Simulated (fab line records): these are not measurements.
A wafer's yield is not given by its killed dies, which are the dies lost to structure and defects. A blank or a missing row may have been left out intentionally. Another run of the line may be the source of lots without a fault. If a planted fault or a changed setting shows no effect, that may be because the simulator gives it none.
Code-filled problem report in 8D (eight disciplines) form | flow berkeley-cmos170 | the parts of the form that need people (team, actions taken, sign-off) are left out

== 1. WHAT IS WRONG ==
spin-speed-rpm at UCB170_PFIELD_COAT_01 reads a mean of 1272.8 rpm on 6 wafers of 2 lots; wafers without a fault read 1500.2 rpm with a standard deviation of 0.94. So: -99 or more standard deviations from the usual mean.
The step: resist thk 900 nm.
First seen on wafer L537.3, day 6 18:06, on litho-track-03. The record holds 39 wafers of 13 lots with a number at this step. Rule for "out" (also "out of limits"): further than 4 standard deviations from the usual mean. All remaining wafers that have a number are taken as sound.

== 2. WHAT IT IS; WHAT IT IS NOT ==
question                    | is                     | is not
which readings at this step | spin-speed-rpm         | exhaust-pa
which lots                  | L537, L539             | L527, L528, L529, L530, L534, L541, L542, L545, L548, L549, L550
which wafers of those lots  | all that have a number | -
read on which tools         | litho-track-03         | litho-track-02, litho-track-04
when                        | from day 6 18:06       | up to then (15 sound wafers); but 18 sound wafers of L541, L542, L545, L548, L549, L550 came after

== 3. WHAT RULES OUT EACH SUSPECT ==
Counting: a tool at a process step up to the reading stays a suspect if it ran every lot that is out and no sound lot after the first of them.
- litho-track-03 at UCB170_PFIELD_COAT_01 (resist thk 900 nm): kept. It ran every lot that is out, first L537 (day 6 18:06), and no sound lot after that; its last sound lot up to then is L529 (day 5 12:59). Its own readings are out on those wafers: spin-speed-rpm.
Left after counting: litho-track-03 at UCB170_PFIELD_COAT_01.

== 4. THE CAUSE (what the simulator had put in) ==
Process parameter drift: litho-track-03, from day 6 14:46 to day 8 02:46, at UCB170_PFIELD_COAT_01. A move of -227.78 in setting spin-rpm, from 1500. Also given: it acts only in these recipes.
Counting left only this tool.

== 5. SEQUENCE OF EFFECTS, ordered by route ==
One row per reading whose mean, taken over the struck wafers that have a number, lies over 3 standard deviations from the usual. Only readings for which the record gives a usual standard deviation are gone through. hours: the time from each lot's start at the first step in this table that gives one to its start at this step, as a median over the lots. sigmas: the change in usual standard deviations.
hours | step                   | reading                  | usual      | on struck wafers | change | sigmas
0     | UCB170_PFIELD_COAT_01  | spin-speed-rpm           | 1500.2 rpm | 1272.8           | -227.4 | -99 or more
1     | UCB170_PFIELD_STRIP_08 | strip-time-to-endpoint-s | 21.64 s    | 23.47            | +1.83  | +33
It contains these process steps:
- UCB170_PFIELD_COAT_01: resist thk 900 nm.
- UCB170_PFIELD_STRIP_08: strips in O2.
At these later measuring or inspecting steps, every struck wafer for which the step has a row has a number for every such reading, and none has moved that far: UCB170_FIELD_THK_MEAS_91.

== 6. WHAT WOULD HAVE CAUGHT IT SOONER ==
In this record the first reading out of limits was taken at day 6 18:06, 3 hours after the fault began at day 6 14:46.
